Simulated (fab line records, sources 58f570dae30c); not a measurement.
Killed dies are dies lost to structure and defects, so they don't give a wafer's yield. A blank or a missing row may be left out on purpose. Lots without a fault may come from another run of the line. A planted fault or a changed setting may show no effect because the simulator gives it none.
fab line records | flow berkeley_cmos170
record lots=7 wafers=21 last_day=11
route steps=331 shown PFIELD@83 FIELD@89 SACOX@97 SCREENOX@100 NVT@104 PVT@115
lots that met no fault: from a run of the same line without faults
start_h: hours from the record's first day to the start of the lot's first wafer shown | wait_h: hours since the lot's step before | " the same as in the row above | L1.1+2: a row that stands for several wafers | - no value, or no start given | * or withheld: withheld | < > ~ a bound
route shown NAME@n: a module of which the file shows steps, and the number in the route of the first | usual: mean/standard deviation of fault-free wafers | same: alike in all rows | chamber/n: place in a boat | sites: the reading at each site | _std_site: their standard deviation | _edge_site: outer sites' mean less inner sites' | radius_mm: how far each site lies from the wafer's centre | mask NAME#n: copy n | behind: the tool/chamber that last shaped the wafer | hold: why the lot was held/for how many hours/how that ended | device: the transistor (n, p or np) that didn't switch | end of line: the same wafers' tests at the end of the route | a step without rows: its recipe alone | killed: dies lost to structure and defects at the first sort, not the wafer's yield | map: a wafer's dies, x killed, . not, _ none there
set.NAME: the setting as run; set.NAME@STEP: as run at that earlier step | model.NAME: the simulator's own value behind a step, which no gauge read
lots at some steps of the route; a table a step, a row a wafer
services: from which hour (start_h, from the record's first day; less than 0 if before it) a tool's chamber was out of use, for how many hours, and why
## steps
# step UCB170_PFIELD_PEB_04
# recipe peb_temp_c=130 peb_time_s=withheld resist=KrF
# step UCB170_PFIELD_DEVELOP_05
# recipe developer=TMAH develop_time_s=45 resist=KrF dev_temp_c=21.93
# step UCB170_PFIELD_OVL_MEAS_06
# usual PFIELD_OVL=-1/6
# columns lot.wafer tool chamber start_h wait_h PFIELD_OVL[nm]
L763.4 overlay-01 - 103.86 - -6
L763.5 " - " " 0
L763.6 " - " " -8
L765.1 overlay-02 - 117.11 - 1
L765.2 " - " " -1
L765.6 " - " " 1
L773.2 overlay-01 - 153.44 - -7
L773.4 " - " " -7
L773.6 " - " " -7
L774.2 overlay-02 - 159.18 - 15
L774.4 " - " " 12
L774.6 " - " " 12
L777.1 overlay-01 - 162.68 - -4
L777.2 " - " " 0
L777.6 " - " " 1
L775.2 overlay-02 - 163.79 - 3
L775.3 " - " " 3
L775.6 " - " " -3
L778.1 overlay-01 - 169.82 - -6
L778.2 " - " " -9
L778.4 " - " " -7
# step UCB170_PFIELD_IMPLANT_07
# recipe species=B dose_cm2=2e+13 energy_kev=80 tilt_deg=7
# step UCB170_PFIELD_STRIP_08
# recipe chemistry=O2 power_w=400 pressure_mtorr=3500 platen_temp_c=withheld o2_flow_sccm=400 overash_fraction=0.5
# usual drypump_motor_current_A=5.5/0.39 oes_product_au=0.734/0.0044 strip_time_to_endpoint_s=21.62/0.066
# same overash_fraction=0.5
# columns lot.wafer tool chamber start_h wait_h drypump_motor_current_A oes_product_au rf_hours_counter_h strip_time_to_endpoint_s
L763.4 plasma_asher-04 0 104.06 0.1 5.3 0.736 - 21.56
L763.5 " 1 " " 6.0 0.734 - 21.60
L763.6 " 0 " " 5.3 0.737 - 21.59
L765.1 plasma_asher-01 0 117.29 0.1 6.0 0.727 43 21.68
L765.2 " 1 " " 5.2 0.732 43 21.61
L765.6 " 1 " " 5.2 0.735 - 21.62
L773.2 plasma_asher-04 0 153.62 0.1 5.3 0.735 37 21.62
L773.4 " 0 " " 5.3 0.728 - 21.65
L773.6 " 0 " " 5.3 0.743 - 21.67
L774.2 plasma_asher-01 1 159.36 0.1 5.2 0.736 49 21.55
L774.4 " 1 " " 5.2 0.733 - 21.56
L774.6 " 1 " " 5.2 0.736 - 21.62
L777.1 plasma_asher-04 1 162.86 0.1 6.0 0.740 39 21.66
L777.2 " 0 " " 5.3 0.737 39 21.64
L777.6 " 0 " " 5.3 0.736 - 21.64
L775.2 plasma_asher-03 1 163.97 0.1 5.8 0.733 6 21.55
L775.3 " 1 " " 5.9 0.733 - 21.64
L775.6 " 1 " " 5.8 0.732 - 21.55
L778.1 plasma_asher-01 1 170.01 0.1 5.2 0.729 50 21.60
L778.2 " 0 " " 6.0 0.737 50 21.65
L778.4 " 0 " " 6.0 0.734 - 21.59
# step UCB170_PFIELD_TW_MEAS_09
# usual PFIELD_TW=603/6.1
# columns lot.wafer tool chamber start_h wait_h PFIELD_TW
L763.4 film_metro-01 - 104.15 0.1 608
L763.5 " - " " 606
L763.6 " - " " 607
L765.1 film_metro-04 - 117.39 0.1 609
L765.2 " - " " 612
L765.6 " - " " 610
L773.2 film_metro-04 - 153.73 0.1 611
L773.4 " - " " 609
L773.6 " - " " 609
L774.2 film_metro-04 - 159.47 0.1 609
L774.4 " - " " 614
L774.6 " - " " 610
L777.1 film_metro-04 - 162.96 0.1 610
L777.2 " - " " 614
L777.6 " - " " 614
L775.2 film_metro-01 - 164.08 0.1 605
L775.3 " - " " 601
L775.6 " - " " 603
L778.1 film_metro-03 - 170.11 0.1 594
L778.2 " - " " 595
L778.4 " - " " 597
# step UCB170_FIELD_CLEAN_00
# recipe chemistry=dHF dilution=25:1 time_s=7.5
# step UCB170_FIELD_OXIDATION_01
# recipe temp_c=1000 ambient=H2O p_h2o_torr=584.62 target_thk_a=5583 ox_time_s=7200
# step UCB170_FIELD_THK_MEAS_02
# recipe reads=SiO2_of_FIELD_OXIDATION_01
# usual FIELD_OXIDE_THK=565/13
# columns lot.wafer tool chamber start_h wait_h FIELD_OXIDE_THK[nm]
L763.4 film_metro-01 - 111.29 0.0 572
L763.5 " - " " 580
L763.6 " - " " 558
L765.1 film_metro-01 - 121.42 0.0 596
L765.2 " - " " 578
L765.6 " - " " 589
L773.2 film_metro-04 - 159.53 0.0 557
L773.4 " - " " 557
L773.6 " - " " 562
L774.2 film_metro-04 - 164.08 0.0 579
L774.4 " - " " 568
L774.6 " - " " 573
L777.1 film_metro-01 - 167.32 0.0 569
L777.2 " - " " 565
L777.6 " - " " 576
L775.2 film_metro-02 - 167.33 0.0 562
L775.3 " - " " 557
L775.6 " - " " 548
L778.1 film_metro-02 - 175.54 0.0 545
L778.2 " - " " 554
L778.4 " - " " 556
# step UCB170_FIELD_ANNEAL_03
# recipe temp_c=1000 time_s=1200 ambient=N2
# step UCB170_FIELD_WET_ETCH_04
# recipe chemistry=dHF dilution=10:1 target=SiO2 temp_c=25 time_s=60
# step UCB170_FIELD_WET_ETCH_05
# recipe chemistry=H3PO4 target=Si3N4 temp_c=160 time_s=12600
# step UCB170_FIELD_WET_ETCH_06
# recipe chemistry=BOE dilution=5:1 target=SiO2 temp_c=25 time_s=22
# usual bath_heat_duty_pct=6.3/0.74 run_length_s=51.2/2.2
# columns lot.wafer tool chamber start_h wait_h bath_heat_duty_pct run_length_s model.SiO2_of_FIELD_OXIDATION_01.thk_nm model.SiO2_of_ACTIVE_OXIDATION_02.thk_nm
L763.4 wet_bench-04 2 117.76 0.0 6.2 54.2 454 0
L763.5 " 2 " " 6.4 54.2 462.5 0
L763.6 " 2 " " 6.5 54.2 440.5 0
L765.1 wet_bench-04 2 130.16 0.0 5.9 49.9 478.6 0
L765.2 " 2 " " 6.5 49.9 462 0
L765.6 " 2 " " 6.2 49.9 472.1 0
L773.2 wet_bench-01 1 166.67 0.0 6.5 49.7 439.4 0
L773.4 " 1 " " 6.1 49.7 439.4 0
L773.6 " 1 " " 6.3 49.7 444.3 0
L774.2 wet_bench-01 1 170.93 0.5 - - 511.3 21.11
L774.4 " 1 " " - - 499.3 20.65
L774.6 " 1 " " - - 504.3 21.07
L775.2 wet_bench-01 3 174.77 0.0 - - 495.8 21.29
L775.3 " 3 " " - - 490.5 21.32
L775.6 " 3 " " - - 481.7 21.59
L777.1 wet_bench-01 0 174.77 0.0 - - 503.4 20.38
L777.2 " 0 " " - - 499.5 21.24
L777.6 " 0 " " - - 511.3 21.53
L778.1 wet_bench-01 0 186.19 0.0 7.7 49.7 428.5 0
L778.2 " 0 " " 7.8 49.7 438.2 0
L778.4 " 0 " " 6.8 49.7 440 0
# step UCB170_FIELD_THK_MEAS_90
# recipe reads=SiO2_of_FIELD_OXIDATION_01
# usual FIELD_OXIDE_LEFT_1_THK=448/13
# columns lot.wafer tool chamber start_h wait_h FIELD_OXIDE_LEFT_1_THK[nm]
L763.4 film_metro-01 - 117.81 0.0 454
L763.5 " - " " 463
L763.6 " - " " 440
L765.1 film_metro-02 - 130.17 0.0 478
L765.2 " - " " 462
L765.6 " - " " 472
L773.2 film_metro-04 - 166.73 0.0 439
L773.4 " - " " 440
L773.6 " - " " 444
L774.2 film_metro-02 - 170.95 0.0 511
L774.4 " - " " 500
L774.6 " - " " 504
L777.1 film_metro-01 - 174.79 0.0 503
L777.2 " - " " 500
L777.6 " - " " 511
L775.2 film_metro-02 - 174.80 0.0 496
L775.3 " - " " 490
L775.6 " - " " 482
L778.1 film_metro-04 - 186.20 0.0 428
L778.2 " - " " 438
L778.4 " - " " 440
# step UCB170_SACOX_CLEAN_00
# recipe chemistry=dHF dilution=25:1 time_s=7.5
# step UCB170_SACOX_OXIDATION_01
# recipe temp_c=900 ambient=O2 target_thk_a=144 ox_time_s=2400
# step UCB170_SCREENOX_WET_ETCH_00
# recipe chemistry=dHF dilution=25:1 target=SiO2 temp_c=25 time_s=200
# step UCB170_SCREENOX_OXIDATION_01
# recipe temp_c=900 ambient=O2 target_thk_a=144 ox_time_s=2400
# step UCB170_SCREENOX_ANNEAL_03
# recipe temp_c=900 time_s=900 ambient=N2
# step UCB170_NVT_HMDS_00
# recipe prime_time_s=60 prime_temp_c=100
# step UCB170_NVT_COAT_01
# recipe resist=KrF spin_rpm=1500 resist_thk_nm=900
# step UCB170_NVT_SOFTBAKE_02
# recipe resist=KrF temp_c=130 time_s=60
# step UCB170_NVT_EXPOSE_03
# recipe mask_id=PWELL target_cd_nm=3000 na=0.5 sigma_outer=0.6 source_shape=conventional dose_mj=30
# step UCB170_NVT_PEB_04
# recipe peb_temp_c=130 peb_time_s=withheld resist=KrF
# step UCB170_NVT_DEVELOP_05
# recipe developer=TMAH develop_time_s=45 resist=KrF dev_temp_c=21
# step UCB170_NVT_OVL_MEAS_06
# usual NVT_OVL=0/5.2
# columns lot.wafer tool chamber start_h wait_h NVT_OVL[nm]
L763.4 overlay-02 - 129.31 - -1
L763.5 " - " " 0
L763.6 " - " " -2
L765.1 overlay-02 - 145.85 - 3
L765.2 " - " " 7
L765.6 " - " " 7
L773.2 overlay-02 - 181.89 - 0
L773.4 " - " " -1
L773.6 " - " " 0
L775.2 overlay-01 - 189.68 - 7
L775.3 " - " " -2
L775.6 " - " " 4
L777.1 overlay-02 - 189.95 - -2
L777.2 " - " " 4
L777.6 " - " " 2
L774.2 overlay-01 - 190.06 - 8
L774.4 " - " " 0
L774.6 " - " " 6
L778.1 overlay-01 - 198.77 - -1
L778.2 " - " " -3
L778.4 " - " " -5
# step UCB170_NVT_IMPLANT_07
# recipe species=BF2 dose_cm2=3e+12 energy_kev=50 tilt_deg=7
# step UCB170_NVT_STRIP_08
# recipe chemistry=O2 power_w=400 pressure_mtorr=3500 platen_temp_c=withheld o2_flow_sccm=400 overash_fraction=0.5
# usual drypump_motor_current_A=5.7/0.43 oes_product_au=0.734/0.0047 strip_time_to_endpoint_s=21.63/0.061
# same overash_fraction=0.5
# columns lot.wafer tool chamber start_h wait_h drypump_motor_current_A oes_product_au rf_hours_counter_h strip_time_to_endpoint_s
L763.4 plasma_asher-01 0 129.51 0.1 6.0 0.736 - 21.61
L763.5 " 1 " " 5.2 0.739 - 21.61
L763.6 " 0 " " 6.0 0.741 - 21.58
L765.1 plasma_asher-01 1 146.03 0.1 5.2 0.740 46 21.62
L765.2 " 0 " " 6.0 0.732 46 21.68
L765.6 " 1 " " 5.1 0.740 - 21.62
L773.2 plasma_asher-03 1 182.07 0.1 5.8 0.733 7 21.71
L773.4 " 0 " " 5.0 0.732 - 21.65
L773.6 " 0 " " 5.0 0.727 - 21.61
L775.2 plasma_asher-02 1 189.86 0.1 5.8 0.736 43 21.56
L775.3 " 0 " " 6.3 0.727 - 21.63
L775.6 " 0 " " 6.2 0.740 - 21.61
L777.1 plasma_asher-01 1 190.13 0.1 5.1 0.738 52 21.65
L777.2 " 0 " " 6.0 0.731 52 21.67
L777.6 " 1 " " 5.2 0.733 - 21.68
L774.2 plasma_asher-02 1 190.24 0.1 5.8 0.732 44 21.74
L774.4 " 1 " " 5.8 0.734 - 21.82
L774.6 " 1 " " 5.8 0.739 - 21.75
L778.1 plasma_asher-02 1 198.96 0.1 5.8 0.741 45 21.59
L778.2 " 0 " " 6.2 0.736 45 21.60
L778.4 " 1 " " 5.8 0.727 - 21.71
# step UCB170_NVT_TW_MEAS_09
# usual NVT_TW=526/5.1
# columns lot.wafer tool chamber start_h wait_h NVT_TW
L763.4 film_metro-03 - 129.61 0.1 522
L763.5 " - " " 519
L763.6 " - " " 522
L765.1 film_metro-01 - 146.13 0.1 526
L765.2 " - " " 527
L765.6 " - " " 525
L773.2 film_metro-04 - 182.18 0.1 532
L773.4 " - " " 531
L773.6 " - " " 533
L775.2 film_metro-04 - 189.97 0.1 528
L775.3 " - " " 532
L775.6 " - " " 531
L777.1 film_metro-03 - 190.23 0.1 518
L777.2 " - " " 521
L777.6 " - " " 519
L774.2 film_metro-01 - 190.36 0.1 527
L774.4 " - " " 525
L774.6 " - " " 525
L778.1 film_metro-03 - 199.06 0.1 521
L778.2 " - " " 520
L778.4 " - " " 520
# step UCB170_NVT_CLEAN_10
# recipe chemistry=SPM temp_c=120 time_s=600
# step UCB170_PVT_HMDS_00
# recipe prime_time_s=60 prime_temp_c=100
# step UCB170_PVT_COAT_01
# recipe resist=KrF spin_rpm=1500 resist_thk_nm=900
# step UCB170_PVT_SOFTBAKE_02
# recipe resist=KrF temp_c=130 time_s=62.52
# usual plate_sensor_t_centre_C=131.41/0.011 plate_sensor_t_edge_C=131.53/0.01
# columns lot.wafer tool chamber start_h wait_h plate_sensor_t_centre_C plate_sensor_t_edge_C
L763.4 litho_track-03 0 130.26 0.1 131.41 131.52
L763.5 " 0 " " 131.42 131.56
L763.6 " 0 " " 131.4 131.53
L765.1 litho_track-02 0 147.03 0.1 131.4 131.52
L765.2 " 0 " " 131.42 131.53
L765.6 " 0 " " 131.39 131.54
L773.2 litho_track-04 0 183.17 0.1 131.43 131.53
L773.4 " 0 " " 131.39 131.52
L773.6 " 0 " " 131.42 131.54
L775.2 litho_track-04 0 190.52 0.1 131.4 131.53
L775.3 " 0 " " 131.44 131.54
L775.6 " 0 " " 131.41 131.53
L777.1 litho_track-03 0 192.27 0.1 131.41 131.53
L777.2 " 0 " " 131.42 131.54
L777.6 " 0 " " 131.42 131.55
L774.2 litho_track-02 0 192.30 0.1 131.4 131.54
L774.4 " 0 " " 131.4 131.51
L774.6 " 0 " " 131.41 131.54
L778.1 litho_track-02 0 200.57 0.1 131.4 131.53
L778.2 " 0 " " 131.41 131.53
L778.4 " 0 " " 131.41 131.52
# step UCB170_PVT_EXPOSE_03
# recipe mask_id=NWELL target_cd_nm=3000 na=0.5 sigma_outer=0.6 source_shape=conventional dose_mj=30
# step UCB170_PVT_PEB_04
# recipe peb_temp_c=130 peb_time_s=withheld resist=KrF
# step UCB170_PVT_DEVELOP_05
# recipe developer=TMAH develop_time_s=45 resist=KrF dev_temp_c=21
# step UCB170_PVT_OVL_MEAS_06
# usual PVT_OVL=-4/6
# columns lot.wafer tool chamber start_h wait_h PVT_OVL[nm]
L763.4 overlay-02 - 130.75 - -2
L763.5 " - " " -5
L763.6 " - " " -11
L765.1 overlay-01 - 147.91 - -11
L765.2 " - " " -9
L765.6 " - " " -11
L773.2 overlay-02 - 184.07 - 2
L773.4 " - " " 6
L773.6 " - " " 3
L775.2 overlay-02 - 191.24 - -7
L775.3 " - " " -9
L775.6 " - " " -15
L777.1 overlay-01 - 192.81 - 5
L777.2 " - " " 3
L777.6 " - " " 0
L774.2 overlay-01 - 193.06 - 6
L774.4 " - " " 8
L774.6 " - " " 11
L778.1 overlay-01 - 201.74 - -2
L778.2 " - " " -6
L778.4 " - " " -4
# step UCB170_PVT_IMPLANT_07
# recipe species=P dose_cm2=1.971e+12 energy_kev=30 tilt_deg=7
# step UCB170_PVT_STRIP_08
# recipe chemistry=O2 power_w=400 pressure_mtorr=3500 platen_temp_c=withheld o2_flow_sccm=400 overash_fraction=0.5
# usual drypump_motor_current_A=5.7/0.37 oes_product_au=0.735/0.0045 strip_time_to_endpoint_s=21.64/0.064
# same overash_fraction=0.5
# columns lot.wafer tool chamber start_h wait_h drypump_motor_current_A oes_product_au rf_hours_counter_h strip_time_to_endpoint_s
L763.4 plasma_asher-01 0 130.95 0.1 6.0 0.741 - 21.58
L763.5 " 1 " " 5.2 0.733 - 21.56
L763.6 " 0 " " 6.0 0.736 - 21.60
L765.1 plasma_asher-04 0 148.09 0.1 5.3 0.741 36 21.67
L765.2 " 1 " " 5.9 0.727 36 21.74
L765.6 " 0 " " 5.3 0.739 - 21.59
L773.2 plasma_asher-04 1 184.25 0.1 5.9 0.729 41 21.67
L773.4 " 1 " " 6.0 0.728 - 21.65
L773.6 " 0 " " 5.3 0.741 - 21.72
L775.2 plasma_asher-01 1 191.42 0.1 5.2 0.730 52 21.59
L775.3 " 0 " " 6.0 0.733 - 21.61
L775.6 " 1 " " 5.2 0.740 - 21.61
L777.1 plasma_asher-02 1 193.00 0.1 5.8 0.737 44 21.68
L777.2 " 0 " " 6.2 0.736 44 21.66
L777.6 " 0 " " 6.2 0.735 - 21.72
L774.2 plasma_asher-04 0 193.24 0.1 5.3 0.726 42 21.74
L774.4 " 0 " " 5.3 0.736 - 21.71
L774.6 " 0 " " 5.3 0.738 - 21.62
L778.1 plasma_asher-04 0 201.93 0.1 5.3 0.742 43 21.67
L778.2 " 1 " " 5.9 0.740 43 21.73
L778.4 " 0 " " 5.3 0.747 - 21.66
# step UCB170_PVT_TW_MEAS_09
# usual PVT_TW=506/5.3
# columns lot.wafer tool chamber start_h wait_h PVT_TW
L763.4 film_metro-02 - 131.05 0.1 499
L763.5 " - " " 500
L763.6 " - " " 501
L765.1 film_metro-01 - 148.19 0.1 506
L765.2 " - " " 504
L765.6 " - " " 504
L773.2 film_metro-04 - 184.36 0.1 512
L773.4 " - " " 511
L773.6 " - " " 513
L775.2 film_metro-01 - 191.53 0.1 506
L775.3 " - " " 506
L775.6 " - " " 505
L777.1 film_metro-01 - 193.10 0.1 503
L777.2 " - " " 502
L777.6 " - " " 503
L774.2 film_metro-04 - 193.35 0.1 514
L774.4 " - " " 512
L774.6 " - " " 514
L778.1 film_metro-02 - 202.03 0.1 498
L778.2 " - " " 500
L778.4 " - " " 500
# step UCB170_FIELD_THK_MEAS_91
# recipe reads=SiO2_of_FIELD_OXIDATION_01
# usual FIELD_OXIDE_LEFT_2_THK=360/13
# columns lot.wafer tool chamber start_h wait_h FIELD_OXIDE_LEFT_2_THK[nm]
L763.4 film_metro-01 - 131.17 0.0 366
L763.5 " - " " 374
L763.6 " - " " 353
L765.1 film_metro-04 - 148.32 0.0 391
L765.2 " - " " 374
L765.6 " - " " 384
L773.2 film_metro-01 - 184.48 0.0 352
L773.4 " - " " 352
L773.6 " - " " 357
L775.2 film_metro-04 - 191.65 0.0 406
L775.3 " - " " 401
L775.6 " - " " 393
L777.1 film_metro-01 - 195.42 0.0 415
L777.2 " - " " 411
L777.6 " - " " 423
L774.2 film_metro-02 - 195.43 0.0 424
L774.4 " - " " 412
L774.6 " - " " 416
L778.1 film_metro-01 - 202.16 0.0 340
L778.2 " - " " 350
L778.4 " - " " 352
## services
# columns tool chamber start_h hours kind
plasma_asher-02 - 87.25 28.1 pm
plasma_asher-03 - 108.75 9.0 pm
plasma_asher-03 0 108.75 9.0 vent_cycle
plasma_asher-03 1 108.75 9.0 vent_cycle
plasma_asher-03 0 117.75 - clean
plasma_asher-03 1 117.75 - clean
plasma_asher-02 - 151.98 11.8 pm
plasma_asher-02 - 200.08 15.6 pm
## key
first_sign step=UCB170_FIELD_WET_ETCH_06 reading=tool_record direction=missing
effect step=UCB170_FIELD_THK_MEAS_90 reading=FIELD_OXIDE_LEFT_1_THK direction=up sigmas=4.1 usual=448 struck=500
effect step=UCB170_FIELD_THK_MEAS_91 reading=FIELD_OXIDE_LEFT_2_THK direction=up sigmas=4.1 usual=360 struck=411
model_effect step=UCB170_FIELD_WET_ETCH_06 value=SiO2_of_FIELD_OXIDATION_01.thk_nm without=450.1 struck=499.7
met_at UCB170_FIELD_WET_ETCH_06
struck_wafers L774.2,L774.4,L774.6,L775.2,L775.3,L775.6,L777.1,L777.2,L777.6
later_rows_left_out L774.2,L774.4,L774.6,L775.2,L775.3,L775.6,L777.1,L777.2,L777.6
sort_left_out L774.2,L774.4,L774.6,L775.2,L775.3,L775.6,L777.1,L777.2,L777.6
tester_left_out L774,L775,L777
onset_between 166.67 170.93
fault kind=skipped_step_whole tool=wet_bench-01 chamber=- onset_h=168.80 steps=UCB170_FIELD_WET_ETCH_06 scope=struck_lots_only
# tester_left_out: of these lots the tester's yield and bins aren't shown, on N5 and GAA mostly nor the transistor test; their killed dies are dies lost to structure and defects alone, not to doping, threshold or leakage, so they don't give the yield
# sort_left_out: the simulated sort isn't trusted on such a fault, so these wafers' sort isn't shown, and their yield isn't known
# later_rows_left_out: the simulator's readings of these wafers behind a module that went badly wrong aren't trusted and aren't shown, but for the sort
